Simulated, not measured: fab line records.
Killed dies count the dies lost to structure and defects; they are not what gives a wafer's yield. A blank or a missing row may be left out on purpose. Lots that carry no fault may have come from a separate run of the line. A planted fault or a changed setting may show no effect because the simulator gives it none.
8D (eight disciplines) problem report, filled in by code ; flow rit-cmos ; the parts of the form that need people (team, actions taken, sign-off) are left out

== 1. WHAT IS WRONG ==
heater-power-total-W at RIT_NLDD_SOFTBAKE_02 reads a mean of 36.22 W on 6 wafers of 2 lots; wafers without a fault read 34.57 W with a standard deviation of 0.048. That is +34 standard deviations from the usual mean.
The step: time 60 s.
First seen on wafer L720.2, day 6 00:22, on litho-track-04. Wafers with a number at this step in the record: 42, from 14 lots. By rule, "out" or "out of limits" means more than 4 standard deviations away from the usual mean. Any other wafer with a number is counted as sound.

== 2. WHAT IT IS, WHAT IT ISN'T ==
question;is;is not
which readings at this step;heater-power-total-W, plate-temp-C;-
which lots;L720, L721;L704, L705, L706, L707, L708, L709, L710, L711, L712, L713, L714, L715
which wafers of those lots;all that have a number;-
read on which tools;litho-track-04;litho-track-02, litho-track-03
when;from day 6 00:22;up to then (36 sound wafers)

== 3. WHAT RULES OUT EACH SUSPECT ==
Counting: a tool stays on the suspect list if, at a process step up to the reading, it processed all lots that are out and no sound lot following the first of them.
- litho-track-04 at RIT_NLDD_SOFTBAKE_02 (time 60 s): kept. It ran every lot that is out, first L720 (day 6 00:22), and no sound lot after that; its last sound lot up to then is L714 (day 4 18:33). Its own readings are out on those wafers: heater-power-total-W, plate-temp-C.
After counting, what remains is litho-track-04 at RIT_NLDD_SOFTBAKE_02.

== 4. THE CAUSE (what the simulator had put in) ==
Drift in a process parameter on litho-track-04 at RIT_NLDD_SOFTBAKE_02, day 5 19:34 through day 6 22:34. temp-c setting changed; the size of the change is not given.
After counting, this tool was the only one left.

== 5. THE CHAIN OF EFFECTS, in route order ==
One row per reading whose mean, taken over the struck wafers that have a number, lies over 3 standard deviations from the usual. Scope: only readings with a usual standard deviation given in the record; hours: median across lots of the time from each lot's start at the first step in this table that gives one to its start at this step; sigmas: change in usual standard deviations.
hours;step;reading;usual;on struck wafers;change;sigmas
0;RIT_NLDD_SOFTBAKE_02;heater-power-total-W;34.57 W;36.22;+1.65;+34
0;RIT_NLDD_SOFTBAKE_02;plate-temp-C;89.99 C;93.07;+3.08;+26
It contains these process steps:
- RIT_NLDD_SOFTBAKE_02: time 60 s.
At these later measuring or inspecting steps, every struck wafer for which the step has a row has a number for every such reading, and none has moved that far: RIT_PLDD_OVL_MEAS_06.

== 6. WHAT WOULD HAVE CAUGHT IT SOONER ==
5 hours passed between the start of the fault at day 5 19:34 and the first reading out of limits in this record, taken at day 6 00:22.
